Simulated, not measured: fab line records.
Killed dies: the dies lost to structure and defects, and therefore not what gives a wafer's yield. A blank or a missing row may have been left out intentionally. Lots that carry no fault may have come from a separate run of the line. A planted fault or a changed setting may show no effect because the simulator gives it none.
Which tool did it? :: flow rit_cmos :: Sampling: 15 lots, 45 wafers, 3 of 202 route steps

== WHAT THE GAUGES READ, wafer by wafer ==
RIT_PLDD_TW_MEAS_10. Usual: PLDD_TW gives 2345 (standard deviation 14).
lot: L157
measured: day 2 18:38
on: film_metro-03
PLDD_TW: 2341 2329 2337
flag: 

lot: L158
measured: day 2 23:56
on: film_metro-01
PLDD_TW: 2337 2323 2333
flag: 

lot: L159
measured: day 3 05:55
on: film_metro-03
PLDD_TW: 2332 2342 2344
flag: 

lot: L160
measured: day 3 11:40
on: film_metro-02
PLDD_TW: 2357 2371 2355
flag: 

lot: L161
measured: day 3 18:55
on: film_metro-01
PLDD_TW: 2326 2333 2322
flag: 

lot: L162
measured: day 3 21:16
on: film_metro-01
PLDD_TW: 2337 2335 2335
flag: 

lot: L163
measured: day 4 00:22
on: film_metro-02
PLDD_TW: 2353 2352 2360
flag: 

lot: L164
measured: day 4 07:34
on: film_metro-02
PLDD_TW: 2363 2354 2354
flag: 

lot: L166
measured: day 4 17:22
on: film_metro-02
PLDD_TW: 2359 2361 2367
flag: 

lot: L167
measured: day 4 20:58
on: film_metro-01
PLDD_TW: 2346 2352 2340
flag: 

lot: L168
measured: day 5 02:57
on: film_metro-02
PLDD_TW: 2353 2374 2359
flag: 

lot: L169
measured: day 5 09:17
on: film_metro-01
PLDD_TW: 2351 2336 2348
flag: 

lot: L170
measured: day 5 13:40
on: film_metro-01
PLDD_TW: 2736 2744 2736
flag: OFF

lot: L171
measured: day 5 17:38
on: film_metro-01
PLDD_TW: 2739 2743 2742
flag: OFF

lot: L173
measured: day 6 06:16
on: film_metro-02
PLDD_TW: 2763 2770 2770
flag: OFF

RIT_SDANNEAL_RS_MEAS_06: measures by four-point-probe. Usual: PLDD_RS gives 176.9 ohm/sq (standard deviation 0.5).
lot: L157
measured: day 3 00:56
on: film_metro-03
PLDD_RS (ohm/sq): 177.1 177.5 177.7
flag: 

lot: L158
measured: day 3 06:25
on: film_metro-02
PLDD_RS (ohm/sq): 176.8 177.3 176.8
flag: 

lot: L159
measured: day 3 13:10
on: film_metro-03
PLDD_RS (ohm/sq): 178.2 177.8 177.8
flag: 

lot: L160
measured: day 3 18:23
on: film_metro-02
PLDD_RS (ohm/sq): 177.0 177.1 176.9
flag: 

lot: L161
measured: day 4 01:25
on: film_metro-02
PLDD_RS (ohm/sq): 177.6 177.1 177.6
flag: 

lot: L162
measured: day 4 03:47
on: film_metro-02
PLDD_RS (ohm/sq): 176.6 176.6 177.0
flag: 

lot: L163
measured: day 4 06:44
on: film_metro-02
PLDD_RS (ohm/sq): 176.5 176.5 176.0
flag: 

lot: L164
measured: day 4 13:47
on: film_metro-02
PLDD_RS (ohm/sq): 177.4 177.2 177.4
flag: 

lot: L166
measured: day 5 00:32
on: film_metro-02
PLDD_RS (ohm/sq): 176.7 176.9 176.8
flag: 

lot: L167
measured: day 5 03:58
on: film_metro-02
PLDD_RS (ohm/sq): 177.3 177.6 177.4
flag: 

lot: L168
measured: day 5 10:32
on: film_metro-01
PLDD_RS (ohm/sq): 177.2 177.2 176.7
flag: 

lot: L169
measured: day 5 16:47
on: film_metro-02
PLDD_RS (ohm/sq): 175.8 176.3 176.6
flag: 

lot: L170
measured: day 5 21:28
on: film_metro-02
PLDD_RS (ohm/sq): 150.9 151.5 151.2
flag: OFF

lot: L171
measured: day 6 00:37
on: film_metro-02
PLDD_RS (ohm/sq): 151.1 151.3 151.2
flag: OFF

lot: L173
measured: day 6 14:54
on: film_metro-02
PLDD_RS (ohm/sq): 151.0 151.4 151.3
flag: OFF

== TOOL THAT RAN EACH LOT (tool first, then ch and the chambers of the sampled wafers, then the start) ==
lot: L157
RIT_PLDD_IMPLANT_08: implanter-03 ch 0, day 2 18:20

lot: L158
RIT_PLDD_IMPLANT_08: implanter-02 ch 0, day 2 23:37

lot: L159
RIT_PLDD_IMPLANT_08: implanter-02 ch 0, day 3 05:35

lot: L160
RIT_PLDD_IMPLANT_08: implanter-03 ch 0, day 3 11:22

lot: L161
RIT_PLDD_IMPLANT_08: implanter-04 ch 0, day 3 18:35

lot: L162
RIT_PLDD_IMPLANT_08: implanter-04 ch 0, day 3 20:58

lot: L163
RIT_PLDD_IMPLANT_08: implanter-02 ch 0, day 4 00:03

lot: L164
RIT_PLDD_IMPLANT_08: implanter-03 ch 0, day 4 07:14

lot: L166
RIT_PLDD_IMPLANT_08: implanter-02 ch 0, day 4 17:03

lot: L167
RIT_PLDD_IMPLANT_08: implanter-04 ch 0, day 4 20:40

lot: L168
RIT_PLDD_IMPLANT_08: implanter-02 ch 0, day 5 02:40

lot: L169
RIT_PLDD_IMPLANT_08: implanter-03 ch 0, day 5 08:59

lot: L170
RIT_PLDD_IMPLANT_08: implanter-02 ch 0, day 5 13:02

lot: L171
RIT_PLDD_IMPLANT_08: implanter-03 ch 0, day 5 16:55

lot: L173
RIT_PLDD_IMPLANT_08: implanter-03 ch 0, day 6 05:39
- RIT_PLDD_IMPLANT_08

== AS READ BY THE TOOLS THEMSELVES (means over the sampled wafers that have a number; for cases with no such wafer, the mark the record gives instead) ==
RIT_PLDD_IMPLANT_08. Usual: dose_ions_cm2 9.19e+14, standard deviation 8.2e+11; faraday_current_uA 2888, standard deviation 53; tilt_deg 7.007 degrees, standard deviation 0.018.
lot: L157
tool: implanter-03
dose_ions_cm2: 9.18e+14
faraday_current_uA: 2892
tilt_deg (degrees): 6.985
flag: 

lot: L158
tool: implanter-02
dose_ions_cm2: 9.18e+14
faraday_current_uA: 2871
tilt_deg (degrees): 7.014
flag: 

lot: L159
tool: implanter-02
dose_ions_cm2: 9.20e+14
faraday_current_uA: 2851
tilt_deg (degrees): 7.010
flag: 

lot: L160
tool: implanter-03
dose_ions_cm2: 9.19e+14
faraday_current_uA: 2899
tilt_deg (degrees): 7.013
flag: 

lot: L161
tool: implanter-04
dose_ions_cm2: 9.18e+14
faraday_current_uA: 2897
tilt_deg (degrees): 7.003
flag: 

lot: L162
tool: implanter-04
dose_ions_cm2: 9.19e+14
faraday_current_uA: 2841
tilt_deg (degrees): 7.025
flag: 

lot: L163
tool: implanter-02
dose_ions_cm2: 9.19e+14
faraday_current_uA: 2886
tilt_deg (degrees): 7.011
flag: 

lot: L164
tool: implanter-03
dose_ions_cm2: 9.19e+14
faraday_current_uA: 2852
tilt_deg (degrees): 6.997
flag: 

lot: L166
tool: implanter-02
dose_ions_cm2: 9.19e+14
faraday_current_uA: 2860
tilt_deg (degrees): 7.007
flag: 

lot: L167
tool: implanter-04
dose_ions_cm2: 9.19e+14
faraday_current_uA: 2862
tilt_deg (degrees): 7.001
flag: 

lot: L168
tool: implanter-02
dose_ions_cm2: 9.20e+14
faraday_current_uA: 2881
tilt_deg (degrees): 6.998
flag: 

lot: L169
tool: implanter-03
dose_ions_cm2: 9.20e+14
faraday_current_uA: 2905
tilt_deg (degrees): 7.009
flag: 

lot: L170
tool: implanter-02
dose_ions_cm2: 9.20e+14
faraday_current_uA: 2912
tilt_deg (degrees): 7.010
flag: 

lot: L171
tool: implanter-03
dose_ions_cm2: 9.19e+14
faraday_current_uA: 2902
tilt_deg (degrees): 7.019
flag: 

lot: L173
tool: implanter-03
dose_ions_cm2: 9.19e+14
faraday_current_uA: 2888
tilt_deg (degrees): 6.988
flag: 

== THE ANSWER, worked out from the rows above alone ==
Rule: lot off if the mean of its wafers having a number is beyond 3 standard deviations from the usual mean. A lot without any number at a reading at which 4 lots or more have one is off too. The other lots that the step has rows for count as sound. After the gauges, taken in route order, come the tools' own readings; for these a lot's mean is taken, as printed above. The first step at which some lot is off is used, and at that step the reading that is off furthest; a lot without a number counts as furthest.
Off: L170, L171, L173, at RIT_PLDD_TW_MEAS_10 (PLDD_TW).
If a tool, at a process step before that reading, ran all the lots that are off and no sound lot after the first of them, it fits. The gauges at RIT_PLDD_TW_MEAS_10 are tried like those tools. Not one of the candidates tried fits.

== WHAT HAD BEEN PUT IN BY THE SIMULATOR ==
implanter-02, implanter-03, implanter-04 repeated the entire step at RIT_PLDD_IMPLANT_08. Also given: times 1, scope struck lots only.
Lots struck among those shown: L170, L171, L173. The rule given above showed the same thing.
